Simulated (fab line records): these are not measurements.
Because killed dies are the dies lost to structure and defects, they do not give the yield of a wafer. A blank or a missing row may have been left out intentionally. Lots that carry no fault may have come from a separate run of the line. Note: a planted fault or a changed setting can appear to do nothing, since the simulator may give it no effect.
Split-lot trial | flow berkeley-cmos170 | route with 331 steps; 5 lots, 23 wafers read

## ABOUT THE SPLIT
At UCB170_V1_PEB_10, the setting peb-temp-c was moved away from the recipe's 130 C on 6 of the 23 wafers read, by -2.3% to +2.8%. For the rest of the wafers, this setting stayed at what the recipe calls for.

## FROM THE SPLIT TO THE READING: what the file shows between them, 4 steps
- UCB170_V1_DEVELOP_11: develop time 45 s
- UCB170_V1_CD_MEAS_12: target cd 700 nm
- UCB170_V1_ETCH_14: etches SiO2 in CHF3/CF4/Ar, stops on Al, target depth 1250 nm, time 291 s
- UCB170_V1_STRIP_15: strips in O2

## THE READING
At UCB170_V1_CD_MEAS_90: cd-nm in nanometres, against a target cd of 700 nm. A value of 699.8 nm with a standard deviation of 1.6 nm is what fault-free wafers of this fab line usually give.

wafer  | tool, chamber at the split | peb-temp-c as run, C | against the recipe | cd-nm, nm | against lot-mates on the recipe
L075.1 | litho-track-03, 0          | 127                  | -2.3%              | 676.7     | -20.9
L075.2 | litho-track-03, 0          | 130                  | recipe             | 697.4     | -
L075.3 | litho-track-03, 0          | 127                  | -2.3%              | 675.2     | -22.4
L075.4 | litho-track-03, 0          | 130                  | recipe             | 696.3     | -
L075.5 | litho-track-03, 0          | 130                  | recipe             | 699.0     | -
L076.1 | litho-track-02, 0          | 133.6                | +2.8%              | 721.9     | +19.1
L076.3 | litho-track-02, 0          | 133.6                | +2.8%              | 722.6     | +19.8
L076.4 | litho-track-02, 0          | 130                  | recipe             | 703.6     | -
L076.5 | litho-track-02, 0          | 130                  | recipe             | 702.0     | -
L076.6 | litho-track-02, 0          | 130                  | recipe             | 702.7     | -
L080.1 | litho-track-02, 0          | 130                  | recipe             | 697.9     | -
L080.3 | litho-track-02, 0          | 127.2                | -2.2%              | 679.4     | -19.1
L080.4 | litho-track-02, 0          | 130                  | recipe             | 697.7     | -
L080.5 | litho-track-02, 0          | 130                  | recipe             | 699.8     | -
L080.6 | litho-track-02, 0          | 127.2                | -2.2%              | 677.0     | -21.5
L082.1 | litho-track-02, 0          | 130                  | recipe             | 699.3     | -
L082.2 | litho-track-02, 0          | 130                  | recipe             | 699.2     | -
L082.3 | litho-track-02, 0          | 130                  | recipe             | 699.5     | -
L082.5 | litho-track-02, 0          | 130                  | recipe             | 699.6     | -
L082.6 | litho-track-02, 0          | 130                  | recipe             | 701.2     | -
L085.1 | litho-track-02, 0          | 130                  | recipe             | 698.7     | -
L085.3 | litho-track-02, 0          | 130                  | recipe             | 699.9     | -
L085.5 | litho-track-02, 0          | 130                  | recipe             | 699.6     | -

THE FIT
A straight line over all 23 wafers: cd-nm changes by +9.21 nm for each +1% of peb-temp-c; r = +0.99; the points scatter about the line by 2 nm.
The same after taking each lot's own level away (the mean of its wafers on the recipe; 23 wafers): +8.29 nm for each +1%; r = +0.99; scatter 1.6 nm.
That fit puts the effect of the largest move of peb-temp-c on the reading at 23 nm.
Across the lots, their own levels run from 697.57 to 702.77 nm, a range of 3.3 times the standard deviation given above.
Thus the slope moves with the lot-to-lot level: the two fits are different.
Check: with one of the wafers moved furthest among these (+2.8%) left out of the fit, the line predicts +23.5 nm for it against its lot-mates. Against them it came out at +19.1 nm.

## THE OTHER SPLITS THESE WAFERS WENT THROUGH
These wafers also went through other splits before the reading. Each is held against what the fit with the lots' levels taken away leaves over:
other split on the same wafers | wafers away from the commonest value | r with cd-nm (lot level and that fit taken away)
UCB170_M1_SPUTTER_00 power-w   | 6                                    | -0.36

## THE WHOLE CHAIN: every reading that the file lists as answering this split, in the file's order
step                 | what it does                                                              | reading                                                   | change (the file's fit)              | r (the file's)
UCB170_V1_CD_MEAS_12 | target cd 700 nm                                                          | cd-nm                                                     | +8.57 nm for each +1% of the setting | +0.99
UCB170_V1_ETCH_14    | etches SiO2 in CHF3/CF4/Ar, stops on Al, target depth 1250 nm, time 291 s | V1.cd-nm (the simulator's own value, which no gauge read) | +8.34 nm for each +1% of the setting | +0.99
UCB170_V1_CD_MEAS_90 | target cd 700 nm                                                          | cd-nm                                                     | +8.36 nm for each +1% of the setting | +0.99

## FILE'S OWN FIT
cd-nm changes by +8.36 nm for each +1% of peb-temp-c, r = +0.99.
